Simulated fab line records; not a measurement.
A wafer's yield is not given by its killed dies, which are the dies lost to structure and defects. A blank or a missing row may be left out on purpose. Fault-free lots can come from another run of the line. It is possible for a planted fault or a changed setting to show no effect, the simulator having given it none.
Split-lot experiment ; flow rit_cmos ; 23 wafers read from 5 lots, route of 202 steps

ON THE SPLIT
At RIT_ACTIVE_CLEAN_15 (cleans in SC1, time 600 s), the setting time_s was moved away from the recipe's 600 s on 15 of the 23 wafers read, by +12.3% to +14.7%. For the rest of the wafers, this setting stayed at what the recipe calls for.

The reading is taken at the split's own step.

THE READING
Si3N4_of_ACTIVE_CVD_03.thk_nm (the simulator's own value, which no gauge read), in nm, at RIT_ACTIVE_CLEAN_15 (cleans in SC1, time 600 s). The file gives no usual value for it. Here, 8 wafers ran the recipe; their average is 164.3 nm with a standard deviation of 10 nm.

wafer;tool, chamber at the split;time_s as run, s;against the recipe;Si3N4_of_ACTIVE_CVD_03.thk_nm, nm;against lot-mates on the recipe
L074.1;-, -;688.3;+14.7%;135.4;no lot-mate on the recipe
L074.2;-, -;688.3;+14.7%;137.2;no lot-mate on the recipe
L074.4;-, -;688.3;+14.7%;137;no lot-mate on the recipe
L074.5;-, -;688.3;+14.7%;136.5;no lot-mate on the recipe
L074.6;-, -;688.3;+14.7%;135.9;no lot-mate on the recipe
L078.1;-, -;688.3;+14.7%;132.5;no lot-mate on the recipe
L078.2;-, -;688.3;+14.7%;134.5;no lot-mate on the recipe
L078.3;-, -;688.3;+14.7%;134.3;no lot-mate on the recipe
L078.4;-, -;688.3;+14.7%;133.7;no lot-mate on the recipe
L078.5;-, -;688.3;+14.7%;133.7;no lot-mate on the recipe
L081.4;wet_bench-04, 2;600;recipe;150.6;-
L081.5;wet_bench-04, 2;600;recipe;150.9;-
L081.6;wet_bench-04, 2;600;recipe;150.7;-
L082.1;-, -;600;recipe;172.1;-
L082.3;-, -;600;recipe;172.8;-
L082.4;-, -;600;recipe;172.5;-
L082.5;-, -;600;recipe;172.2;-
L082.6;-, -;600;recipe;172.4;-
L083.1;-, -;673.8;+12.3%;134.8;no lot-mate on the recipe
L083.2;-, -;673.8;+12.3%;133.5;no lot-mate on the recipe
L083.3;-, -;673.8;+12.3%;135.3;no lot-mate on the recipe
L083.4;-, -;673.8;+12.3%;134.4;no lot-mate on the recipe
L083.5;-, -;673.8;+12.3%;134.5;no lot-mate on the recipe

THE FIT
A straight line over all 23 wafers: Si3N4_of_ACTIVE_CVD_03.thk_nm changes by -2.07 nm for each +1% of time_s; r = -0.90; the points scatter about the line by 6.9 nm.
Too few moved wafers with a lot-mate on the recipe to fit a line net of each lot's own level.

THE FILE'S OWN FIT
Si3N4_of_ACTIVE_CVD_03.thk_nm changes by -2.07 nm for each +1% of time_s, r = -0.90.
